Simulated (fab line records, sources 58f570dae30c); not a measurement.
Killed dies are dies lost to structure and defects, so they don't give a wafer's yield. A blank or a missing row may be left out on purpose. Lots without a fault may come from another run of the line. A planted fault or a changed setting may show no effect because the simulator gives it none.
Problem report in the 8D (eight disciplines) form, filled by code | flow berkeley_cmos170 | the parts of the form that need people (team, actions taken, sign-off) are left out

1. THE PROBLEM
heater_power_total_W at UCB170_M2_PEB_13 reads a mean of 57.62 W on 9 wafers of 3 lots; wafers without a fault read 56.79 W with a standard deviation of 0.045. That is +18 standard deviations from the usual mean.
First seen on wafer L944.1, day 8 13:28, on litho_track-02. The record holds 45 wafers of 15 lots with a number at this step. Rule for "out", or "out of limits": more than 4 standard deviations from the usual mean. The other wafers with a number count as sound.

2. WHAT IT IS AND WHAT IT IS NOT
question                    | is                     | is not
which readings at this step | heater_power_total_W   | -
which lots                  | L944, L945, L947       | L940, L941, L942, L943, L953, L955, L957, L958, L959, L961, L962, L963
which wafers of those lots  | all that have a number | -
read on which tools         | litho_track-02         | litho_track-01, litho_track-04
when                        | from day 8 13:28       | up to then (12 sound wafers); but 24 sound wafers of L953, L955, L957, L958, L959, L961, L962, L963 came after

3. SUSPECTS, AND WHAT RULES EACH OUT
Counting: a tool at a process step up to the reading stays a suspect if it ran every lot that is out and no sound lot after the first of them.
- litho_track-02 at UCB170_M2_PEB_13: ruled out as a lasting fault. Sound lots L961 ran on it after its first lot that is out, L944 (day 8 13:28).
Left after counting: nothing in the record.

4. THE CAUSE (what the simulator had put in)
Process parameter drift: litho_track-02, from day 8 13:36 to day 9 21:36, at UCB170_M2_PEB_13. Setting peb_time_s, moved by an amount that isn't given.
Counting ruled it out, wrongly.

5. THE CHAIN OF EFFECTS, in route order
Each row: a reading whose mean over the struck wafers that have a number lies more than 3 standard deviations from the usual. Only readings for which the record gives a usual standard deviation are gone through. hours: the time from each lot's start at the first step in this table that gives one to its start at this step, as a median over the lots. sigmas: the change in usual standard deviations.
hours | step             | reading              | usual   | on struck wafers | change | sigmas
0     | UCB170_M2_PEB_13 | heater_power_total_W | 56.79 W | 57.62            | +0.83  | +18
The process steps in it:
- UCB170_M2_PEB_13

6. WHAT WOULD HAVE CAUGHT IT SOONER
In this record the first reading out of limits was taken at day 8 13:28.
